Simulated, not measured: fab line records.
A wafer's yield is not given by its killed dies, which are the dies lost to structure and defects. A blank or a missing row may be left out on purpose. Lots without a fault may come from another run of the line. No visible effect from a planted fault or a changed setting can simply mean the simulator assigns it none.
fab line records	flow rit-cmos
record: lots: 6	wafers: 18	last-day: 7
route steps=202 shown PLDD@116 SPACER@125 NSD@131 PSD@142 SDANNEAL@153 SILICIDE@161 M1@202
lots that met no fault: from a run of the same line without faults
start-h: hours from the record's first day to the start of the lot's first wafer shown	wait-h: hours elapsed since this lot's preceding step	" as in the row above	L1.1+2: a single row standing in for several wafers	- no value, or no start was given	* or withheld: withheld	< > ~ a bound
route shown NAME@n: names a module that has steps shown in the file, with the first one's number in the route	usual: the fault-free wafers' mean and standard deviation	same: alike in all rows	chamber/n: place in a boat	sites: per-site readings	_std_site: how widely they spread, as a standard deviation	_edge_site: outer sites' mean less inner sites'	radius-mm: how far each site lies from the wafer's centre	mask NAME#n: copy n	behind: the most recent tool/chamber to have shaped the wafer	hold: why the lot was held/for how many hours/how that ended	device: whichever transistor did not switch (one of n, p or np)	end of line: at the end of the route, the tests of the same wafers	step lacking rows: just its recipe	killed: the dies lost at the first sort to structure and to defects; this is not the yield of the wafer	map: shows each die of a wafer: x if killed, . if not, _ if none is there
set.NAME: setting as actually run; set.NAME@STEP: the setting as run at that earlier step	model.NAME: the simulator's own value behind a step, which no gauge read
lots at selected steps of the route; one table per step, one row per wafer
services: the hour from which a tool's chamber was out of use, counted from the record's first day as start-h (under 0 if before that day), plus the number of hours and why
== steps ==
step: RIT_PLDD_SOFTBAKE_02
recipe: resist: NOVOLAK	temp-c: 90	time-s: 60
step: RIT_PLDD_EXPOSE_03
recipe: mask-id: M8	na: 0.57	target-cd-nm: 40900	dose-mj: 250
step: RIT_PLDD_PEB_04
recipe: resist: NOVOLAK	temp-c: withheld	time-s: withheld
step: RIT_PLDD_DEVELOP_05
recipe: resist: NOVOLAK	develop-time-s: 50	dev-temp-c: 23
step: RIT_PLDD_OVL_MEAS_06
usual: PLDD_OVL: -2.2/1.4
lot.wafer	tool	chamber	start-h	wait-h	PLDD_OVL[nm]
L578.2	overlay-02	-	67.84	-	-2.2
L578.3	"	-	"	"	-2.5
L578.6	"	-	"	"	-3.7
L579.1	overlay-01	-	73.21	-	-2.9
L579.2	"	-	"	"	-3.2
L579.4	"	-	"	"	-3.4
L586.1	overlay-02	-	117.58	-	-2.3
L586.2	"	-	"	"	-2.6
L586.3	"	-	"	"	-4.6
L588.3	overlay-02	-	124.93	-	-3.2
L588.5	"	-	"	"	-4.1
L588.6	"	-	"	"	-3.4
L594.4	overlay-02	-	147.00	-	-0.7
L594.5	"	-	"	"	0.0
L594.6	"	-	"	"	-0.2
L595.2	overlay-01	-	149.96	-	-0.5
L595.4	"	-	"	"	-0.4
L595.5	"	-	"	"	-3.1
step: RIT_PLDD_HARDBAKE_07
recipe: resist: NOVOLAK	temp-c: 140	time-s: 60
step: RIT_PLDD_IMPLANT_08
recipe: species: BF2	energy-kev: 20	dose-cm2: 9e+14	tilt-deg: 7
step: RIT_PLDD_STRIP_09
recipe: chemistry: O2	time-s: 180	resist: NOVOLAK	platen-temp-c: withheld	power-w: 500	pressure-mtorr: 4000	o2-flow-sccm: 3853
usual: drypump-motor-current-A: 5.8/0.31
lot.wafer	tool	chamber	start-h	wait-h	drypump-motor-current-A	rf-hours-counter-h
L578.2	plasma-asher-02	0	68.17	0.1	5.7	30
L578.3	"	0	"	"	5.6	-
L578.6	"	0	"	"	5.6	-
L579.1	plasma-asher-04	1	73.55	0.1	5.3	43
L579.2	"	0	"	"	6.1	43
L579.4	"	1	"	"	5.3	-
L586.1	plasma-asher-04	0	117.92	0.1	6.1	0
L586.2	"	1	"	"	5.3	0
L586.3	"	0	"	"	6.1	-
L588.3	plasma-asher-02	0	125.32	0.1	5.6	-
L588.5	"	0	"	"	5.6	-
L588.6	"	1	"	"	5.6	-
L594.4	plasma-asher-02	1	147.38	0.1	5.6	-
L594.5	"	0	"	"	5.6	-
L594.6	"	1	"	"	5.6	-
L595.2	plasma-asher-02	1	150.29	0.1	5.7	37
L595.4	"	0	"	"	5.6	-
L595.5	"	1	"	"	5.6	-
step: RIT_PLDD_TW_MEAS_10
usual: PLDD_TW: 2365/26
lot.wafer	tool	chamber	start-h	wait-h	PLDD_TW
L578.2	film-metro-04	-	68.36	0.1	2341
L578.3	"	-	"	"	2341
L578.6	"	-	"	"	2339
L579.1	film-metro-04	-	73.72	0.1	2327
L579.2	"	-	"	"	2334
L579.4	"	-	"	"	2336
L586.1	film-metro-01	-	118.09	0.1	2398
L586.2	"	-	"	"	2408
L586.3	"	-	"	"	2385
L588.3	film-metro-03	-	125.45	0.1	2346
L588.5	"	-	"	"	2367
L588.6	"	-	"	"	2368
L594.4	film-metro-01	-	147.53	0.1	2404
L594.5	"	-	"	"	2399
L594.6	"	-	"	"	2396
L595.2	film-metro-03	-	150.48	0.1	2367
L595.4	"	-	"	"	2369
L595.5	"	-	"	"	2369
step: RIT_SPACER_CLEAN_00
recipe: chemistry: SC1	mix: 3:3:50	time-s: 600	temp-c: 75
step: RIT_SPACER_CLEAN_01
recipe: chemistry: dHF	dilution: 50:1	time-s: 30
step: RIT_SPACER_CLEAN_02
recipe: chemistry: SC2	mix: 3:3:50	time-s: 600	temp-c: 75	dry: n2-spin
step: RIT_SPACER_CVD_03
recipe: material: Si3N4	target-thk-nm: 250	temp-c: 810	precursor: SiH2Cl2/NH3	time-s: 3300	pressure-mtorr: 300	sih2cl2-flow-sccm: 60	nh3-flow-sccm: 150
usual: sih2cl2-flow-sccm: 60.01/0.18
lot.wafer	tool	chamber	start-h	wait-h	sih2cl2-flow-sccm	model.Si3N4_of_SPACER_CVD_03.thk-nm
L578.2	lpcvd-01	1	68.81	0.0	59.95	252.9
L578.3	"	1	"	"	59.95	251.6
L578.6	"	1	"	"	59.90	253.3
L579.1	lpcvd-02	0	74.15	0.0	60.01	248
L579.2	"	0	"	"	59.73	247.5
L579.4	"	0	"	"	59.82	245.6
L586.1	lpcvd-02	1	118.52	0.0	89.94	283.8
L586.2	"	1	"	"	90.00	283.5
L586.3	"	1	"	"	89.95	282.5
L588.3	lpcvd-02	1	125.88	0.0	90.11	288.7
L588.5	"	1	"	"	90.00	288
L588.6	"	1	"	"	90.02	287.6
L594.4	lpcvd-01	0	147.92	0.0	59.93	248.8
L594.5	"	0	"	"	59.98	248.5
L594.6	"	0	"	"	59.79	248.3
L595.2	lpcvd-01	0	150.89	0.0	59.90	250.7
L595.4	"	0	"	"	59.99	251.7
L595.5	"	0	"	"	60.08	250
step: RIT_SPACER_THK_MEAS_04
recipe: reads: Si3N4_of_SPACER_CVD_03
usual: SPACER_NITRIDE_THK: 250.8/2.2
lot.wafer	tool	chamber	start-h	wait-h	SPACER_NITRIDE_THK[nm]
L578.2	film-metro-02	-	70.73	0.0	252.7
L578.3	"	-	"	"	251.6
L578.6	"	-	"	"	253.3
L579.1	film-metro-03	-	76.06	0.0	247.9
L579.2	"	-	"	"	247.5
L579.4	"	-	"	"	245.5
L586.1	film-metro-01	-	120.44	0.0	283.9
L586.2	"	-	"	"	283.5
L586.3	"	-	"	"	282.4
L588.3	film-metro-02	-	127.81	0.0	288.5
L588.5	"	-	"	"	288.1
L588.6	"	-	"	"	287.8
L594.4	film-metro-02	-	149.87	0.0	248.9
L594.5	"	-	"	"	248.4
L594.6	"	-	"	"	248.2
L595.2	film-metro-01	-	152.82	0.0	250.9
L595.4	"	-	"	"	251.9
L595.5	"	-	"	"	250.0
step: RIT_SPACER_ETCHBACK_05
recipe: target-depth-a: 2500	SF6_flow_sccm: 30	CHF3_flow_sccm: 30	target: Si3N4	chemistry: SF6/CHF3	pressure-mtorr: 40	rf-w: 250	time-s: 240	stop-on: SiO2
usual: drypump-motor-current-A: 5.7/0.61	oes-product-au: 0.846/0.016	rf-fwd-power-W: 249.4/0.84	throttle-valve-pct: 10.29/0.14
lot.wafer	tool	chamber	start-h	wait-h	drypump-motor-current-A	oes-product-au	rf-fwd-power-W	rf-hours-counter-h	throttle-valve-pct	model.etch.depth-nm
L578.2	rie-diel-04	0	70.78	0.0	4.9	0.884	247.8	137	10.41	252.9
L578.3	"	3	"	"	6.1	0.853	250.4	0	10.07	251.6
L578.6	"	3	"	"	6.0	0.849	251.0	-	10.08	253.3
L579.1	rie-diel-02	2	76.12	0.1	6.5	0.837	250.2	9	10.33	248
L579.2	"	3	"	"	6.4	0.834	250.0	56	9.98	247.5
L579.4	"	1	"	"	4.9	0.831	247.2	103	10.34	245.6
L586.1	rie-diel-02	1	120.50	0.1	4.9	0.928	249.4	104	10.36	283.8
L586.2	"	2	"	"	6.5	0.931	248.8	10	10.38	283.5
L586.3	"	0	"	"	5.6	0.928	247.9	28	10.45	282.5
L588.3	rie-diel-04	3	127.85	0.0	6.0	0.930	250.0	1	10.13	288.7
L588.5	"	1	"	"	5.3	0.913	249.8	-	10.28	288
L588.6	"	0	"	"	4.9	0.965	249.1	-	10.45	287.6
L594.4	rie-diel-04	2	149.90	0.0	6.1	0.821	249.6	121	10.26	248.8
L594.5	"	3	"	"	6.0	0.831	249.4	-	10.06	248.5
L594.6	"	2	"	"	6.1	0.822	250.6	-	10.27	248.3
L595.2	rie-diel-02	2	152.87	0.0	6.5	0.850	248.9	11	10.35	250.7
L595.4	"	0	"	"	5.6	0.861	250.4	28	10.42	251.7
L595.5	"	0	"	"	5.6	0.837	248.7	-	10.43	250
step: RIT_NSD_HMDS_00
recipe: prime-time-s: 60	prime-temp-c: 140
step: RIT_NSD_COAT_01
recipe: resist: NOVOLAK	spin-rpm: 3250	resist-thk-nm: 1000
step: RIT_NSD_SOFTBAKE_02
recipe: resist: NOVOLAK	temp-c: 90	time-s: 60
step: RIT_NSD_EXPOSE_03
recipe: mask-id: M9	na: 0.57	target-cd-nm: 40700	dose-mj: 250
step: RIT_NSD_PEB_04
recipe: resist: NOVOLAK	temp-c: withheld	time-s: withheld
step: RIT_NSD_DEVELOP_05
recipe: resist: NOVOLAK	develop-time-s: 50	dev-temp-c: 23
step: RIT_NSD_OVL_MEAS_06
usual: NSD_OVL: -0.4/1.3
lot.wafer	tool	chamber	start-h	wait-h	NSD_OVL[nm]
L578.2	overlay-01	-	71.84	-	-3.0
L578.3	"	-	"	"	-2.1
L578.6	"	-	"	"	0.4
L579.1	overlay-01	-	77.25	-	-0.4
L579.2	"	-	"	"	-1.1
L579.4	"	-	"	"	-0.5
L586.1	overlay-02	-	121.50	-	-1.9
L586.2	"	-	"	"	0.5
L586.3	"	-	"	"	0.2
L588.3	overlay-01	-	128.94	-	-0.5
L588.5	"	-	"	"	-0.7
L588.6	"	-	"	"	0.6
L594.4	overlay-01	-	150.92	-	-1.0
L594.5	"	-	"	"	-1.7
L594.6	"	-	"	"	-0.2
L595.2	overlay-02	-	153.88	-	-0.9
L595.4	"	-	"	"	0.0
L595.5	"	-	"	"	-0.7
step: RIT_NSD_HARDBAKE_07
recipe: resist: NOVOLAK	temp-c: 140	time-s: 60
step: RIT_NSD_IMPLANT_08
recipe: species: P	energy-kev: 25	dose-cm2: 1.016e+15	tilt-deg: 7
step: RIT_NSD_STRIP_09
recipe: chemistry: O2	time-s: 180	resist: NOVOLAK	platen-temp-c: withheld	power-w: 500	pressure-mtorr: 4000	o2-flow-sccm: 4000
usual: drypump-motor-current-A: 5.79/0.3
lot.wafer	tool	chamber	start-h	wait-h	drypump-motor-current-A	rf-hours-counter-h
L578.2	plasma-asher-01	1	72.17	0.1	5.77	44
L578.3	"	1	"	"	5.81	-
L578.6	"	0	"	"	5.62	-
L579.1	plasma-asher-03	0	77.59	0.1	6.17	41
L579.2	"	1	"	"	6.08	41
L579.4	"	1	"	"	6.08	-
L586.1	plasma-asher-01	0	121.83	0.1	5.64	50
L586.2	"	1	"	"	5.70	50
L586.3	"	1	"	"	5.72	-
L588.3	plasma-asher-04	0	129.32	0.1	6.08	-
L588.5	"	1	"	"	5.32	-
L588.6	"	0	"	"	6.09	-
L594.4	plasma-asher-04	1	151.30	0.1	5.30	-
L594.5	"	1	"	"	5.31	-
L594.6	"	0	"	"	6.12	-
L595.2	plasma-asher-01	1	154.21	0.1	5.78	54
L595.4	"	0	"	"	5.68	-
L595.5	"	1	"	"	5.83	-
step: RIT_NSD_TW_MEAS_10
usual: NSD_TW: 3172/36
lot.wafer	tool	chamber	start-h	wait-h	NSD_TW
L578.2	film-metro-01	-	72.35	0.1	3186
L578.3	"	-	"	"	3196
L578.6	"	-	"	"	3206
L579.1	film-metro-01	-	77.76	0.1	3215
L579.2	"	-	"	"	3203
L579.4	"	-	"	"	3198
L586.1	film-metro-01	-	122.01	0.1	3217
L586.2	"	-	"	"	3200
L586.3	"	-	"	"	3213
L588.3	film-metro-01	-	129.45	0.1	3194
L588.5	"	-	"	"	3199
L588.6	"	-	"	"	3210
L594.4	film-metro-01	-	151.44	0.1	3201
L594.5	"	-	"	"	3204
L594.6	"	-	"	"	3205
L595.2	film-metro-04	-	154.39	0.1	3145
L595.4	"	-	"	"	3141
L595.5	"	-	"	"	3135
step: RIT_PSD_HMDS_00
recipe: prime-time-s: 60	prime-temp-c: 140
step: RIT_PSD_COAT_01
recipe: resist: NOVOLAK	spin-rpm: 3250	resist-thk-nm: 1000
step: RIT_PSD_SOFTBAKE_02
recipe: resist: NOVOLAK	temp-c: 90	time-s: 60
step: RIT_PSD_EXPOSE_03
recipe: mask-id: M10	na: 0.57	target-cd-nm: 40900	dose-mj: 250
step: RIT_PSD_PEB_04
recipe: resist: NOVOLAK	temp-c: withheld	time-s: withheld
step: RIT_PSD_DEVELOP_05
recipe: resist: NOVOLAK	develop-time-s: 50	dev-temp-c: 23
step: RIT_PSD_OVL_MEAS_06
usual: PSD_OVL: -1.5/1.3
lot.wafer	tool	chamber	start-h	wait-h	PSD_OVL[nm]
L578.2	overlay-02	-	73.38	-	-3.0
L578.3	"	-	"	"	-2.1
L578.6	"	-	"	"	-3.8
L579.1	overlay-02	-	78.80	-	-0.2
L579.2	"	-	"	"	-0.4
L579.4	"	-	"	"	-1.1
L586.1	overlay-02	-	122.92	-	-4.6
L586.2	"	-	"	"	-3.8
L586.3	"	-	"	"	-1.8
L588.3	overlay-01	-	130.53	-	-0.5
L588.5	"	-	"	"	-2.6
L588.6	"	-	"	"	-1.7
L594.4	overlay-01	-	152.46	-	-4.6
L594.5	"	-	"	"	-1.7
L594.6	"	-	"	"	-1.6
L595.2	overlay-02	-	155.63	-	-3.0
L595.4	"	-	"	"	-3.4
L595.5	"	-	"	"	-2.2
step: RIT_PSD_HARDBAKE_07
recipe: resist: NOVOLAK	temp-c: 140	time-s: 60
step: RIT_PSD_IMPLANT_08
recipe: species: BF2	energy-kev: 27	dose-cm2: 4.882e+15	tilt-deg: 7
step: RIT_PSD_STRIP_09
recipe: chemistry: O2	time-s: 180	resist: NOVOLAK	platen-temp-c: withheld	power-w: 500	pressure-mtorr: 4000	o2-flow-sccm: 4000
usual: drypump-motor-current-A: 5.90/0.23
lot.wafer	tool	chamber	start-h	wait-h	drypump-motor-current-A	rf-hours-counter-h
L578.2	plasma-asher-02	1	73.71	0.1	5.65	30
L578.3	"	1	"	"	5.65	-
L578.6	"	1	"	"	5.65	-
L579.1	plasma-asher-03	0	79.13	0.1	6.15	41
L579.2	"	1	"	"	6.08	41
L579.4	"	0	"	"	6.15	-
L586.1	plasma-asher-01	1	123.25	0.1	5.70	50
L586.2	"	0	"	"	5.66	50
L586.3	"	1	"	"	5.71	-
L588.3	plasma-asher-03	1	130.91	0.1	6.09	-
L588.5	"	0	"	"	6.17	-
L588.6	"	1	"	"	6.07	-
L594.4	plasma-asher-03	0	152.84	0.1	6.17	-
L594.5	"	0	"	"	6.16	-
L594.6	"	1	"	"	6.07	-
L595.2	plasma-asher-01	0	156.03	0.1	5.63	54
L595.4	"	0	"	"	5.64	-
L595.5	"	0	"	"	5.66	-
step: RIT_PSD_TW_MEAS_10
usual: PSD_TW: 3442/38
lot.wafer	tool	chamber	start-h	wait-h	PSD_TW
L578.2	film-metro-01	-	73.90	0.1	3488
L578.3	"	-	"	"	3495
L578.6	"	-	"	"	3504
L579.1	film-metro-04	-	79.31	0.1	3409
L579.2	"	-	"	"	3406
L579.4	"	-	"	"	3422
L586.1	film-metro-03	-	123.43	0.1	3414
L586.2	"	-	"	"	3405
L586.3	"	-	"	"	3412
L588.3	film-metro-04	-	131.05	0.1	3425
L588.5	"	-	"	"	3415
L588.6	"	-	"	"	3399
L594.4	film-metro-03	-	152.99	0.1	3397
L594.5	"	-	"	"	3416
L594.6	"	-	"	"	3428
L595.2	film-metro-03	-	156.22	0.1	3442
L595.4	"	-	"	"	3447
L595.5	"	-	"	"	3433
step: RIT_SDANNEAL_CLEAN_00
recipe: chemistry: SC1	mix: 3:3:50	time-s: 600	temp-c: 75
step: RIT_SDANNEAL_CLEAN_01
recipe: chemistry: dHF	dilution: 50:1	time-s: 30
step: RIT_SDANNEAL_CLEAN_02
recipe: chemistry: SC2	mix: 3:3:50	time-s: 600	temp-c: 75	dry: n2-spin
step: RIT_SDANNEAL_RTA_03
recipe: temp-c: 1050	time-s: 5	idle-temp-c: 600	ramp-up-c-per-s: 342	ramp-down-c-per-s: 171	cool-to-c: 600	ambient: N2
usual: wafer_temp_C_max: 1053.6/1.3
lot.wafer	tool	chamber	start-h	wait-h	wafer_temp_C_max
L578.2	rtp-anneal-01	0	74.32	0.0	1053.2
L578.3	"	0	"	"	1054.1
L578.6	"	0	"	"	1052.1
L579.1	rtp-anneal-02	0	79.75	0.0	1051.6
L579.2	"	0	"	"	1053.1
L579.4	"	0	"	"	1052.1
L586.1	rtp-anneal-01	0	124.20	0.0	1055.1
L586.2	"	0	"	"	1052.8
L586.3	"	0	"	"	1054.3
L588.3	rtp-anneal-01	0	131.70	0.0	1054.0
L588.5	"	0	"	"	1053.9
L588.6	"	0	"	"	1052.1
L594.4	rtp-anneal-02	0	153.41	0.0	1053.2
L594.5	"	0	"	"	1055.9
L594.6	"	0	"	"	1055.2
L595.2	rtp-anneal-01	0	156.64	0.0	1052.7
L595.4	"	0	"	"	1053.4
L595.5	"	0	"	"	1054.9
step: RIT_SDANNEAL_RS_MEAS_04
recipe: thk-meas-gauge: four-point-probe
usual: PSD_RS: 116.15/0.28
lot.wafer	tool	chamber	start-h	wait-h	PSD_RS[ohm/sq]
L578.2	film-metro-04	-	74.39	0.1	116.65
L578.3	"	-	"	"	116.63
L578.6	"	-	"	"	116.36
L579.1	film-metro-03	-	79.81	0.0	115.71
L579.2	"	-	"	"	115.90
L579.4	"	-	"	"	116.18
L586.1	film-metro-04	-	124.26	0.0	116.00
L586.2	"	-	"	"	116.00
L586.3	"	-	"	"	115.54
L588.3	film-metro-03	-	131.78	0.1	115.98
L588.5	"	-	"	"	116.35
L588.6	"	-	"	"	116.21
L594.4	film-metro-04	-	153.50	0.1	116.20
L594.5	"	-	"	"	116.31
L594.6	"	-	"	"	115.92
L595.2	film-metro-01	-	156.71	0.1	116.32
L595.4	"	-	"	"	116.61
L595.5	"	-	"	"	116.15
step: RIT_SILICIDE_WET_ETCH_00
recipe: chemistry: BOE	target: SiO2	target-depth-nm: 14	time-s: 15	dry: n2-spin	dilution: 10:1	temp-c: 21.5
lot.wafer	tool	chamber	start-h	wait-h	model.Si3N4_of_SPACER_CVD_03.thk-nm
L578.2	wet-bench-01	1	74.85	0.1	195.9
L578.3	"	1	"	"	196
L578.6	"	1	"	"	197.6
L579.1	wet-bench-02	0	80.29	0.1	193.4
L579.2	"	0	"	"	192.9
L579.4	"	0	"	"	191.4
L586.1	wet-bench-03	3	124.74	0.1	221
L586.2	"	3	"	"	222.1
L586.3	"	3	"	"	220.5
L588.3	wet-bench-01	2	132.22	0.1	225.2
L588.5	"	2	"	"	225.3
L588.6	"	2	"	"	223.9
L594.4	wet-bench-03	2	153.92	0.0	192.5
L594.5	"	2	"	"	192.9
L594.6	"	2	"	"	191.9
L595.2	wet-bench-01	2	157.17	0.1	195.9
L595.4	"	2	"	"	196.8
L595.5	"	2	"	"	195.6
step: RIT_M1_PROBE_99
lot.wafer	tool	chamber	start-h	wait-h	model.etest.pplus-sal.width-nm	model.etest.nplus-sal.width-nm	model.etest.nmos_0p15.r-on-ohm-um	model.etest.nwell-pinched.rs-ohm-sq	model.etest.pwell-pinched.rs-ohm-sq	model.etest.nmos_0p3.drive-ua-um	model.etest.contact-nplus.end-ohm-um	model.etest.diode-nplus-comb.leak-log10-a-cm2
L578.2	prober-02	-	81.78	0.1	3435	3444	1152	345.5	457	233.7	38.35	-5.182
L578.3	prober-02	-	81.83	0.2	3432	3434	1121	338.5	459.4	228.6	40.05	-5.229
L578.6	prober-02	-	81.98	0.2	3417	3432	1139	340.1	449.2	227.6	40.62	-5.128
L579.1	prober-01	-	87.17	0.1	3444	3433	1150	341.4	457.4	223.7	39.61	-5.051
L579.2	prober-01	-	87.22	0.1	3439	3436	1136	339.6	461.3	219.2	39.3	-5.061
L579.4	prober-01	-	87.32	0.2	3453	3437	1143	339.9	471	219.7	39.4	-5.305
L586.1	prober-02	-	131.71	0.1	3350	3339	1041	325.2	434.3	216	36.26	-5.381
L586.2	prober-02	-	131.76	0.1	3341	3345	1020	319.3	436.5	217.2	35.89	-5.492
L586.3	prober-02	-	131.81	0.2	3323	3340	1042	320.3	442.4	217.2	36.34	-5.979
L588.3	prober-02	-	139.45	0.2	3352	3358	1096	320.3	435.3	213.7	36.07	-5.539
L588.5	prober-02	-	139.55	0.2	3341	3317	1074	319.7	426.3	213.8	35.73	-5.652
L588.6	prober-02	-	139.60	0.2	3363	3355	1086	320.8	429.1	212.8	36.57	-5.679
L594.4	prober-02	-	161.07	0.2	3484	3477	1097	341.7	465.6	234.9	40.84	-5.198
L594.5	prober-02	-	161.12	0.2	3427	3453	1096	338.7	460.4	236	38.63	-5.204
L594.6	prober-02	-	161.17	0.2	3474	3478	1110	341.2	462.7	236.7	40.6	-5.067
L595.2	prober-01	-	164.11	0.1	3438	3434	1074	338.8	453	232.1	39.47	-5.071
L595.4	prober-01	-	164.21	0.2	3445	3440	1050	336.4	452.2	233.1	40.26	-5.23
L595.5	prober-01	-	164.26	0.2	3419	3440	1070	339.3	447.2	233.8	39.96	-5.096
killed by level:class
L578.2 SPACER:geometric-particle:short=3 GATE:geometric-particle:short=2 REOX:geometric-particle:open=2 GATE:geometric-particle:open=1 REOX:geometric-particle:short=1 SILICIDE:geometric-particle:short=1 SILICIDE:geometric-particle:open=1
L578.3 GATE:geometric-particle:short=5 REOX:geometric-particle:open=3 SPACER:geometric-particle:short=2 FOX1:geometric-particle:short=1 SPACER:geometric-particle:open=1
L578.6 SPACER:geometric-particle:short=2 SILICIDE:geometric-particle:short=2
L579.1 GATE:geometric-particle:open=2 FOX1:geometric-particle:open=1 REOX:geometric-particle:open=1
L579.2 FOX1:geometric-particle:open=1 FOX1:geometric-particle:short=1 SILICIDE:geometric-particle:open=1 FOX2:geometric-particle:open=1 GATE:geometric-particle:open=1 GATE:geometric-particle:short=1
L579.4 FOX1:geometric-particle:open=1
L586.1 FOX1:geometric-particle:short=1 FOX1:geometric-particle:open=1 FOX2:geometric-particle:open=1 GATE:geometric-particle:short=1 REOX:geometric-particle:open=1 SPACER:geometric-particle:short=1 SPACER:geometric-particle:open=1 SILICIDE:geometric-particle:short=1
L586.2 SPACER:geometric-particle:open=2 ACTIVE:geometric-particle:short=1 GATE:geometric-particle:short=1 GATE:geometric-particle:open=1 SPACER:geometric-particle:short=1
L586.3 FOX1:geometric-particle:open=2 FOX1:geometric-particle:short=1 FOX2:geometric-particle:short=1 FOX2:geometric-particle:open=1 REOX:geometric-particle:open=1 SPACER:geometric-particle:short=1 SILICIDE:geometric-particle:short=1
L594.4 REOX:geometric-particle:short=2 FOX1:geometric-particle:short=1 FOX2:geometric-particle:short=1 GATE:geometric-particle:short=1 SPACER:geometric-particle:short=1
L594.5 FOX1:geometric-particle:short=2 FOX1:geometric-particle:open=1 FOX2:geometric-particle:short=1 GATE:geometric-particle:short=1 REOX:geometric-particle:open=1 SILICIDE:geometric-particle:short=1
L594.6 SPACER:geometric-particle:open=2 FOX2:geometric-particle:short=1 REOX:geometric-particle:open=1 SPACER:geometric-particle:short=1
L595.2 GATE:geometric-particle:open=3 GATE:geometric-particle:short=2 FOX1:geometric-particle:short=1 FOX2:geometric-particle:open=1 SPACER:geometric-particle:open=1 SPACER:geometric-particle:short=1
L595.4 SPACER:geometric-particle:short=4 FOX2:geometric-particle:short=2 SPACER:geometric-particle:open=2 SILICIDE:geometric-particle:open=2 GATE:geometric-particle:short=1 GATE:geometric-particle:open=1 SILICIDE:geometric-particle:short=1 CONTACT:geometric-particle:open=1
L595.5 FOX1:geometric-particle:open=1 FOX2:geometric-particle:short=1 GATE:geometric-particle:short=1 GATE:geometric-particle:open=1 SPACER:geometric-particle:short=1 SILICIDE:geometric-particle:short=1
== services ==
tool	chamber	start-h	hours	kind
rie-diel-04	3	50.62	-	clean
rie-diel-04	3	50.62	15.7	scheduled-down
rie-diel-04	3	50.62	15.7	vent-cycle
rie-diel-02	1	51.43	7.6	repair
rie-diel-02	2	64.91	4.1	repair
rtp-anneal-01	-	68.91	4.0	pm
wet-bench-02	-	75.03	3.9	repair
rie-diel-04	3	87.50	8.3	repair
rie-diel-04	3	102.17	3.8	repair
plasma-asher-02	-	104.47	14.6	pm
plasma-asher-04	-	108.84	9.0	pm
plasma-asher-04	0	108.84	9.0	vent-cycle
plasma-asher-04	1	108.84	9.0	vent-cycle
rie-diel-02	3	111.64	8.7	repair
plasma-asher-04	0	117.84	-	clean
plasma-asher-04	1	117.84	-	clean
wet-bench-01	-	121.96	4.6	repair
rie-diel-04	0	129.83	13.2	repair
rtp-anneal-02	-	138.76	4.4	pm
rie-diel-04	0	150.33	5.3	repair
wet-bench-02	-	151.14	2.1	repair
== key ==
first-sign: step: RIT_SPACER_CVD_03	reading: sih2cl2-flow-sccm	direction: up	sigmas: 99+	usual: 60.01	struck: 90.00
effect: step: RIT_SPACER_THK_MEAS_04	reading: SPACER_NITRIDE_THK	direction: up	sigmas: 16	usual: 250.8	struck: 285.7
effect: step: RIT_SPACER_ETCHBACK_05	reading: oes-product-au	direction: up	sigmas: 5.3	usual: 0.846	struck: 0.932
model-effect: step: RIT_SPACER_CVD_03	value: Si3N4_of_SPACER_CVD_03.thk-nm	without: 250	struck: 285.7
model-effect: step: RIT_SPACER_ETCHBACK_05	value: etch.depth-nm	without: 250	struck: 285.7
model-effect: step: RIT_SILICIDE_WET_ETCH_00	value: Si3N4_of_SPACER_CVD_03.thk-nm	without: 195	struck: 223
model-effect: step: RIT_M1_PROBE_99	value: etest.pplus-sal.width-nm	without: 3418	struck: 3345
met-at RIT_SPACER_CVD_03
struck-wafers L586.1,L586.2,L586.3,L588.3,L588.5,L588.6
sort-left-out L588.3,L588.5,L588.6
tester-left-out L586,L588
fault: kind: process-parameter-drift	tool: lpcvd-02	chamber: 1	onset-h: 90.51	steps: RIT_SPACER_CVD_03	channel: sih2cl2-flow-sccm	offset: 30	shape: step	end-h: 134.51	acts-in: these-recipes-only	stated: 60
tester-left-out: of these lots the tester's yield and bins aren't shown, on N5 and GAA mostly nor the transistor test; their killed dies are dies lost to structure and defects alone, not to doping, threshold or leakage, so they don't give the yield
sort-left-out: the simulated sort isn't trusted on such a fault, so these wafers' sort isn't shown, and their yield isn't known
